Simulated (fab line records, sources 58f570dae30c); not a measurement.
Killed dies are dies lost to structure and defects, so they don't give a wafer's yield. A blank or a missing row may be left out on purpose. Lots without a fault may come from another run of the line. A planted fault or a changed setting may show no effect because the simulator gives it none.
Which tool did it? | flow berkeley_cmos170 | 14 lots, 42 wafers sampled, at 4 steps of a route of 331

WHAT THE GAUGES READ, wafer by wafer
UCB170_NLDD_CD_MEAS_06: target cd 1200 nm.
lot  | measured     | on        | cd_nm (nm)
L459 | day 7 16:07  | cd_sem-01 | 1201.0 1201.4 1200.2
L460 | day 8 07:05  | cd_sem-01 | 1199.0 1199.2 1198.9
L463 | day 8 07:22  | cd_sem-02 | 1199.1 1198.2 1199.3
L461 | day 8 07:34  | cd_sem-01 | 1199.5 1199.9 1200.7
L462 | day 8 07:50  | cd_sem-02 | 1201.5 1201.2 1200.7
L464 | day 8 19:59  | cd_sem-02 | 1201.0 1201.5 1199.5
L466 | day 9 08:16  | cd_sem-01 | 1202.9 1204.1 1203.3
L465 | day 9 09:17  | cd_sem-01 | 1202.2 1201.6 1201.3
L467 | day 9 08:31  | cd_sem-02 | 1200.1 1201.5 1200.0
L472 | day 10 14:56 | cd_sem-01 | 1201.2 1198.8 1198.5
L477 | day 10 20:42 | cd_sem-01 | 1200.6 1200.7 1200.7
L478 | day 11 18:39 | cd_sem-02 | 1198.9 1200.2 1199.7
L480 | day 11 18:29 | cd_sem-01 | 1199.0 1200.3 1200.1
L482 | day 12 05:06 | cd_sem-01 | 1198.6 1197.5 1197.7

WHICH TOOL RAN EACH LOT (tool, then ch and the chambers of the sampled wafers, then the start)
lot  | UCB170_NVT_STRIP_08                  | UCB170_GATE_STRIP_16                 | UCB170_PLDD_IMPLANT_09
L459 | plasma_asher-03 ch 0,1, day 6 18:22  | plasma_asher-03 ch 0,1, day 7 12:33  | implanter-02 ch 0, day 7 14:47
L460 | plasma_asher-02 ch 0,1, day 7 07:22  | plasma_asher-02 ch 0,1, day 8 03:04  | implanter-02 ch 0, day 8 05:35
L463 | plasma_asher-03 ch 0,1, day 7 07:40  | plasma_asher-02 ch 0,1, day 8 03:21  | implanter-04 ch 0, day 8 05:45
L461 | plasma_asher-01 ch 0,1, day 7 07:55  | plasma_asher-03 ch 0,1, day 8 03:09  | implanter-01 ch 0, day 8 05:52
L462 | plasma_asher-02 ch 0,1, day 7 07:59  | plasma_asher-03 ch 0,1, day 8 03:34  | implanter-02 ch 0, day 8 06:11
L464 | plasma_asher-01 ch 0,1, day 7 22:59  | plasma_asher-03 ch 0,1, day 8 15:35  | implanter-02 ch 0, day 8 17:27
L466 | plasma_asher-02 ch 0,1, day 8 08:38  | plasma_asher-04 ch 0,1, day 9 03:59  | implanter-04 ch 0, day 9 06:35
L465 | plasma_asher-01 ch 0,1, day 8 08:46  | plasma_asher-03 ch 0,1, day 9 04:21  | implanter-01 ch 0, day 9 07:57
L467 | plasma_asher-03 ch 0,1, day 8 09:00  | plasma_asher-02 ch 0,1, day 9 04:14  | implanter-02 ch 0, day 9 06:47
L472 | plasma_asher-03 ch 0,1, day 9 13:49  | plasma_asher-03 ch 0,1, day 10 09:17 | implanter-04 ch 0, day 10 11:39
L477 | plasma_asher-03 ch 0,1, day 10 01:26 | plasma_asher-02 ch 0,1, day 10 17:08 | implanter-04 ch 0, day 10 19:02
L478 | plasma_asher-02 ch 0,1, day 10 17:37 | plasma_asher-04 ch 0,1, day 11 15:11 | implanter-04 ch 0, day 11 17:16
L480 | plasma_asher-01 ch 0,1, day 10 17:54 | plasma_asher-03 ch 0, day 11 15:26   | implanter-02 ch 0, day 11 17:09
L482 | plasma_asher-02 ch 0,1, day 11 04:41 | plasma_asher-02 ch 0,1, day 11 23:16 | implanter-02 ch 0, day 12 03:31
- UCB170_NVT_STRIP_08: strips in O2.
- UCB170_GATE_STRIP_16: strips in O2.
- UCB170_PLDD_IMPLANT_09

WHAT THE TOOLS THEMSELVES READ (means of the sampled wafers that have a number; where no wafer has one, the mark that the record gives instead)
UCB170_NVT_STRIP_08.
lot  | tool            | drypump_motor_current_A (A) | o2_flow_sccm (sccm) | oes_product_au (a.u.) | strip_time_to_endpoint_s (s)
L459 | plasma_asher-03 | 5.99                        | 399.9               | 0.734                 | 21.66
L460 | plasma_asher-02 | 6.49                        | 400.8               | 0.736                 | 21.62
L463 | plasma_asher-03 | 5.98                        | 400.4               | 0.735                 | 21.65
L461 | plasma_asher-01 | 6.22                        | 398.9               | 0.734                 | 21.66
L462 | plasma_asher-02 | 6.51                        | 399.9               | 0.734                 | 21.75
L464 | plasma_asher-01 | 6.30                        | 400.0               | 0.730                 | 21.65
L466 | plasma_asher-02 | 6.44                        | 399.1               | 0.732                 | 21.61
L465 | plasma_asher-01 | 6.23                        | 400.2               | 0.738                 | 21.68
L467 | plasma_asher-03 | 5.97                        | 400.3               | 0.735                 | 21.67
L472 | plasma_asher-03 | 6.22                        | 399.4               | 0.738                 | 21.69
L477 | plasma_asher-03 | 6.21                        | 399.9               | 0.732                 | 21.71
L478 | plasma_asher-02 | 6.49                        | 400.5               | 0.734                 | 21.57
L480 | plasma_asher-01 | 6.32                        | 399.5               | 0.736                 | 21.55
L482 | plasma_asher-02 | 6.49                        | 400.2               | 0.734                 | 21.66

UCB170_GATE_STRIP_16.
lot  | tool            | drypump_motor_current_A (A) | o2_flow_sccm (sccm) | oes_product_au (a.u.)
L459 | plasma_asher-03 | 6.0                         | 400.9               | 0.727
L460 | plasma_asher-02 | 6.5                         | 400.2               | 0.718
L463 | plasma_asher-02 | 6.5                         | 399.4               | 0.722
L461 | plasma_asher-03 | 6.0                         | 401.3               | 0.724
L462 | plasma_asher-03 | 6.2                         | 400.0               | 0.720
L464 | plasma_asher-03 | 6.0                         | 400.3               | 0.724
L466 | plasma_asher-04 | 5.8                         | 399.9               | 0.727
L465 | plasma_asher-03 | 6.2                         | 400.3               | 0.723
L467 | plasma_asher-02 | 6.4                         | 401.0               | 0.721
L472 | plasma_asher-03 | 6.2                         | 400.3               | 0.716
L477 | plasma_asher-02 | 6.5                         | 402.0               | 0.722
L478 | plasma_asher-04 | 5.9                         | 401.3               | 0.725
L480 | plasma_asher-03 | 6.5                         | 400.9               | 0.726
L482 | plasma_asher-02 | 6.5                         | 400.6               | 0.722

UCB170_PLDD_IMPLANT_09.
lot  | tool         | dose_ions_cm2 | rotation_deg (degrees)
L459 | implanter-02 | 5e+13         | 179.99
L460 | implanter-02 | 5e+13         | 180.01
L463 | implanter-04 | 5e+13         | 179.99
L461 | implanter-01 | 5e+13         | 180.02
L462 | implanter-02 | 5e+13         | 179.97
L464 | implanter-02 | 5e+13         | 179.96
L466 | implanter-04 | 5e+13         | 180.01
L465 | implanter-01 | 5e+13         | 180.01
L467 | implanter-02 | 5e+13         | 180.01
L472 | implanter-04 | 5e+13         | 360.01
L477 | implanter-04 | 5e+13         | 360.00
L478 | implanter-04 | 5e+13         | 360.02
L480 | implanter-02 | 5e+13         | 179.99
L482 | implanter-02 | 5e+13         | 179.99

THE ANSWER, worked out from the rows above alone
Rule: what is usual is taken from the lots themselves. Put in order of their means at a reading, lots are off if they are a third of the lots or fewer, leave a main group of 4 or more, and stand apart from it by a gap of 3 or more times the standard deviation of the main group's means; of several such gaps the widest counts. A main group whose means are all the same, to the digits that the tables above print for the reading, isn't used. A lot without any number at a reading at which 4 lots or more have one is off too. The other lots that the step has rows for count as sound. The gauges are gone through in route order, then the tools' own readings, and for those a lot's mean is taken as printed above. The first step at which some lot is off is used, and at that step the reading that is off furthest; a lot without a number counts as furthest.
Off: L472, L477, L478, at UCB170_PLDD_IMPLANT_09 (rotation_deg). The main group: mean 180.00 degrees, standard deviation 0.018.
A tool fits if, at that step or a process step before it, it ran every lot that is off, and no sound lot after the first of them. One fits: implanter-04 at UCB170_PLDD_IMPLANT_09. Its last sound lot is L466 (day 9 06:35), its first lot that is off L472 (day 10 11:39): a fault that began between those two fits.
The tool's own readings at UCB170_PLDD_IMPLANT_09 bear it out: on the lots that are off they differ by more than 5 times the standard deviation of the sound lots' means. rotation_deg reads 360.01 degrees there against 180.00 degrees on the sound lots.

WHAT THE SIMULATOR HAD PUT IN
Process parameter drift: implanter-04, from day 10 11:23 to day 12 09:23, at UCB170_PLDD_IMPLANT_09. Setting rotation_deg, moved by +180, from 180. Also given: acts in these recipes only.
Lots struck among those shown: L472, L477, L478. The rule above found the same.
